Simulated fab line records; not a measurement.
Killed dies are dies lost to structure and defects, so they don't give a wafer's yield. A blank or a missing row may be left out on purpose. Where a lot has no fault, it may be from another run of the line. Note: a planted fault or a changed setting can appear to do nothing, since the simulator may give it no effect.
Lot-split experiment ; flow berkeleyCmos170 ; route with 331 steps; 5 lots, 23 wafers read

THE SPLIT ITSELF
At UCB170_PLDD_PEB_04, the setting pebTempC was moved away from the recipe's 130 C on 5 of the 23 wafers read, by -1.5% to +1.3%. The other wafers ran this setting at the recipe's value.

SPLIT TO READING: what lies between them in the file, 1 step
- UCB170_PLDD_DEVELOP_05: develop time 45 s

THE READING
At UCB170_PLDD_CD_MEAS_06: cdNm in nanometres, against a target cd of 1200 nm. Fault-free wafers of this fab line usually give 1199.4 nm, standard deviation 1.1 nm.

wafer;tool, chamber at the split;pebTempC as run, C;against the recipe;cdNm, nm;against lot-mates on the recipe
L078.1;lithoTrack-02, 0;130;recipe;1200.9;-
L078.4;lithoTrack-02, 0;130;recipe;1200.7;-
L078.5;lithoTrack-02, 0;130;recipe;1198.6;-
L079.1;lithoTrack-02, 0;130;recipe;1198.8;-
L079.2;lithoTrack-02, 0;128;-1.5%;1185.0;-14.0
L079.4;lithoTrack-02, 0;130;recipe;1199.2;-
L079.5;lithoTrack-02, 0;128;-1.5%;1184.4;-14.6
L079.6;lithoTrack-02, 0;128;-1.5%;1185.1;-13.9
L080.1;lithoTrack-04, 0;131.7;+1.3%;1210.5;+10.9
L080.3;lithoTrack-04, 0;130;recipe;1199.4;-
L080.4;lithoTrack-04, 0;131.7;+1.3%;1211.2;+11.6
L080.5;lithoTrack-04, 0;130;recipe;1200.2;-
L080.6;lithoTrack-04, 0;130;recipe;1199.3;-
L081.1;lithoTrack-02, 0;130;recipe;1199.7;-
L081.2;lithoTrack-02, 0;130;recipe;1201.7;-
L081.3;lithoTrack-02, 0;130;recipe;1200.4;-
L081.5;lithoTrack-02, 0;130;recipe;1199.6;-
L081.6;lithoTrack-02, 0;130;recipe;1201.1;-
L084.1;lithoTrack-02, 0;130;recipe;1199.4;-
L084.2;lithoTrack-02, 0;130;recipe;1198.0;-
L084.3;lithoTrack-02, 0;130;recipe;1200.1;-
L084.5;lithoTrack-02, 0;130;recipe;1198.7;-
L084.6;lithoTrack-02, 0;130;recipe;1198.1;-

THE FIT
A straight line over all 23 wafers: cdNm changes by +9.26 nm for each +1% of pebTempC; r = +0.99; the points scatter about the line by 1 nm.
The same after taking each lot's own level away (the mean of its wafers on the recipe; 23 wafers): +8.99 nm for each +1%; r = +0.99; scatter 0.74 nm.
That fit puts the effect of the largest move of pebTempC on the reading at 14 nm.
From 1198.86 to 1200.50 nm: that is the span of the lots' own levels, equal to 1.5 times the standard deviation above.
The two slopes are in agreement: the lot-to-lot level therefore moves the slope only a little.
Check: with one of the wafers moved furthest among these (-1.5%) left out of the fit, the line predicts -13.9 nm for it against its lot-mates. Against them it came out at -14 nm.

FILE'S OWN FIT
cdNm changes by +8.95 nm for each +1% of pebTempC, r = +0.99.
